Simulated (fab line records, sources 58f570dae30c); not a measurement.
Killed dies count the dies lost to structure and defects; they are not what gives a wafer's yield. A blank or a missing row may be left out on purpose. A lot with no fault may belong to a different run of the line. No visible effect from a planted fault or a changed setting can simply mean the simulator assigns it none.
Which tool did it? + flow berkeley_cmos170 + 21 wafers sampled from 7 lots at 1 step of a route of 331

## WHAT EACH GAUGE READ, for each wafer
UCB170_V1_CD_MEAS_12: target cd 700 nm.
| lot  | measured     | on        | cd_nm (nm)        |
|------|--------------|-----------|-------------------|
| L614 | day 9 09:34  | cd_sem-01 | 700.1 701.4 700.5 |
| L616 | day 9 19:44  | cd_sem-02 | 698.4 698.4 699.2 |
| L618 | day 10 02:00 | cd_sem-01 | 701.5 703.2 701.9 |
| L625 | day 11 08:38 | cd_sem-01 | 698.8 698.6 698.8 |
| L629 | day 16 05:13 | cd_sem-02 | 702.1 700.8 700.2 |
| L633 | day 16 05:59 | cd_sem-02 | 699.0 699.1 699.2 |
| L630 | day 16 06:41 | cd_sem-02 | 699.3 700.4 700.5 |

## EACH LOT AND THE TOOL THAT RAN IT (in order: tool; ch and the chambers of the sampled wafers; start)
The record holds no process step before these readings.

## THE ANSWER, worked out from the rows above alone
Rule: usual is defined by the lots themselves. The widest of any qualifying gaps counts: lots, ordered by their means at a reading, are off when they make up no more than a third of the lots, leave a main group of 4 or more, and stand apart from it by 3 or more times the standard deviation of that group's means. The tables above print the reading to a certain number of digits; a main group whose means all agree to those digits is not used. A lot without any number at a reading at which 4 lots or more have one is off too. Any other lot the step has rows for is counted as sound.
No lot is off at any reading shown: from this, nothing can be told.

## WHAT THE SIMULATOR PUT IN
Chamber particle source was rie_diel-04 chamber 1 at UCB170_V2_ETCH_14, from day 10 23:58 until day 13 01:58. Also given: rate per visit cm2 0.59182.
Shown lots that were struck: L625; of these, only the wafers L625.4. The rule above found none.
